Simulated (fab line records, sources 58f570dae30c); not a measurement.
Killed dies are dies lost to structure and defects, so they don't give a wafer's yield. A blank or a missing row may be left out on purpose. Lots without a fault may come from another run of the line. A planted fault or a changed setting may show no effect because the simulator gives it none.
Problem report in the 8D (eight disciplines) form, filled by code | flow berkeley_cmos170 | the parts of the form that need people (team, actions taken, sign-off) are left out

1. THE PROBLEM
PLDD_RS at UCB170_SDANNEAL_RS_MEAS_04 reads a mean of 1070.6 ohm/sq on 6 wafers of 2 lots; wafers without a fault read 1032.6 ohm/sq with a standard deviation of 2.7. That is +14 standard deviations from the usual mean.
The step: measures by four-point-probe.
First seen on wafer L435.1, day 10 16:13, on film_metro-02. The record holds 42 wafers of 14 lots with a number at this step. Rule for "out", or "out of limits": more than 4 standard deviations from the usual mean. The other wafers with a number count as sound.

2. WHAT IT IS AND WHAT IT IS NOT
question                    | is                           | is not
which readings at this step | PLDD_RS                      | -
which lots                  | L435, L441                   | L419, L424, L425, L426, L428, L429, L430, L431, L432, L433, L436, L440
which wafers of those lots  | all that have a number       | -
read on which gauges        | film_metro-01, film_metro-02 | film_metro-03
when                        | from day 10 16:13            | up to then (33 sound wafers); but 3 sound wafers of L440 came after

3. SUSPECTS, AND WHAT RULES EACH OUT
Counting: a tool at a process step up to the reading stays a suspect if it ran every lot that is out and no sound lot after the first of them.
- the gauge at UCB170_SDANNEAL_RS_MEAS_04: ruled out. The wafers that are out were read on 2 gauges (film_metro-01, film_metro-02).
- implanter-02 at UCB170_PLDD_IMPLANT_08: kept. It ran every lot that is out, first L435 (day 10 04:12), and no sound lot after that; its last sound lot up to then is L432 (day 9 01:04). Its own readings are out on those wafers: dose_ions_cm2, faraday_current_uA.
Left after counting: implanter-02 at UCB170_PLDD_IMPLANT_08.

4. THE CAUSE (what the simulator had put in)
Process parameter drift: implanter-02, from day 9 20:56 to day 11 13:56, at UCB170_PLDD_IMPLANT_08. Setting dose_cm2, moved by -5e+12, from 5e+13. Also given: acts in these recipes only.
Counting left only this tool.

5. THE CHAIN OF EFFECTS, in route order
Each row: a reading whose mean over the struck wafers that have a number lies more than 3 standard deviations from the usual. Only readings for which the record gives a usual standard deviation are gone through. hours: the time from each lot's start at the first step in this table that gives one to its start at this step, as a median over the lots. sigmas: the change in usual standard deviations.
hours | step                       | reading            | usual         | on struck wafers | change     | sigmas
0     | UCB170_PLDD_IMPLANT_08     | dose_ions_cm2      | 4.999e+13     | 4.493e+13        | -5.057e+12 | -82
0     | UCB170_PLDD_IMPLANT_08     | faraday_current_uA | 158.5         | 142.8            | -15.8      | -5.4
11    | UCB170_SDANNEAL_RS_MEAS_04 | PLDD_RS            | 1032.6 ohm/sq | 1070.6           | +38.0      | +14
The process steps in it:
- UCB170_PLDD_IMPLANT_08

6. WHAT WOULD HAVE CAUGHT IT SOONER
In this record the first reading out of limits at a measuring or inspecting step was taken at day 10 16:13, 19 hours after the fault began at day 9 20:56.
The tool's own readings at UCB170_PLDD_IMPLANT_08 were out on every struck wafer that the step has a row for (dose_ions_cm2, faraday_current_uA): an alarm limit on them would have fired on the first of those.
Of the lots that are out (2), L441 began UCB170_PLDD_IMPLANT_08 on implanter-02 after day 10 16:13. A hold on the tool at that time would have spared it.
